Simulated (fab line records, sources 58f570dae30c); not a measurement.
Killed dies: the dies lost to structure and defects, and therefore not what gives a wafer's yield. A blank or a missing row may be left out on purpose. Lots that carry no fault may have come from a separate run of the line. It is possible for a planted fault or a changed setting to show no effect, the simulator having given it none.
Lot-split experiment    flow berkeley cmos170    23 wafers read from 5 lots, route of 331 steps

== ABOUT THE SPLIT ==
At UCB170_GATE_CVD_04 (deposits poly-Si from SiH4, time 1440 s, target thk 214 nm), the setting pressure mtorr was moved away from the recipe's 375 mTorr on 15 of the 23 wafers read, by -7.8% to +11.2%. The other wafers ran this setting at the recipe's value.

The file shows no step between the split and the reading.

== THE READING ==
GATE_POLY_THK (nm), taken at UCB170_GATE_THK_MEAS_05. Typical for fault-free wafers on this fab line: 215.0 nm, with standard deviation 1.4 nm.

wafer   tool, chamber at the split  pressure mtorr as run, mTorr  against the recipe  GATE_POLY_THK, nm  against lot-mates on the recipe
L080.1  lpcvd-01, 1                 375                           recipe              214.9              -
L080.2  lpcvd-01, 1                 375                           recipe              214.3              -
L080.5  lpcvd-01, 1                 375                           recipe              214.2              -
L081.1  -, -                        345.8                         -7.8%               205.1              no lot-mate on the recipe
L081.2  -, -                        345.8                         -7.8%               206.5              no lot-mate on the recipe
L081.4  -, -                        345.8                         -7.8%               206.1              no lot-mate on the recipe
L081.5  -, -                        345.8                         -7.8%               207.5              no lot-mate on the recipe
L081.6  -, -                        345.8                         -7.8%               206.1              no lot-mate on the recipe
L079.1  -, -                        407.3                         +8.6%               223.9              no lot-mate on the recipe
L079.2  -, -                        407.3                         +8.6%               225.1              no lot-mate on the recipe
L079.4  -, -                        407.3                         +8.6%               224.2              no lot-mate on the recipe
L079.5  -, -                        407.3                         +8.6%               224.9              no lot-mate on the recipe
L079.6  -, -                        407.3                         +8.6%               223.4              no lot-mate on the recipe
L082.1  -, -                        416.9                         +11.2%              227.3              no lot-mate on the recipe
L082.2  -, -                        416.9                         +11.2%              226.7              no lot-mate on the recipe
L082.3  -, -                        416.9                         +11.2%              227.8              no lot-mate on the recipe
L082.4  -, -                        416.9                         +11.2%              225.9              no lot-mate on the recipe
L082.5  -, -                        416.9                         +11.2%              225.5              no lot-mate on the recipe
L084.1  -, -                        375                           recipe              214.9              -
L084.2  -, -                        375                           recipe              214.4              -
L084.3  -, -                        375                           recipe              214.2              -
L084.5  -, -                        375                           recipe              213.8              -
L084.6  -, -                        375                           recipe              214.3              -

THE FIT
A straight line over all 23 wafers: GATE_POLY_THK changes by +1.09 nm for each +1% of pressure mtorr; r = +1.00; the points scatter about the line by 0.71 nm.
Too few moved wafers with a lot-mate on the recipe to fit a line net of each lot's own level.

== THE WHOLE CHAIN: every reading that the file lists as answering this split, in the file's order ==
step                     what it does                                                                  reading                                                                         change (the file's fit)               r (the file's)
UCB170_GATE_CVD_04       deposits poly-Si from SiH4, time 1440 s, target thk 214 nm                    poly-Si_of_GATE_CVD_04.thk nm (the simulator's own value, which no gauge read)  +1.09 nm for each +1% of the setting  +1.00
UCB170_GATE_THK_MEAS_05                                                                                GATE_POLY_THK                                                                   +1.09 for each +1% of the setting     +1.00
UCB170_GATE_ETCH_15      etches poly-Si in HBr/Cl2, stops on SiO2, time 56.3 s, target depth 278.2 nm  etch.depth nm (the simulator's own value, which no gauge read)                  +1.1 nm for each +1% of the setting   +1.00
UCB170_GATE_ETCH_15      etches poly-Si in HBr/Cl2, stops on SiO2, time 56.3 s, target depth 278.2 nm  GATE.feature depth nm (the simulator's own value, which no gauge read)          +1.09 nm for each +1% of the setting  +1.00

== THE FILE'S OWN FIT ==
GATE_POLY_THK changes by +1.09 nm for each +1% of pressure mtorr, r = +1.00.
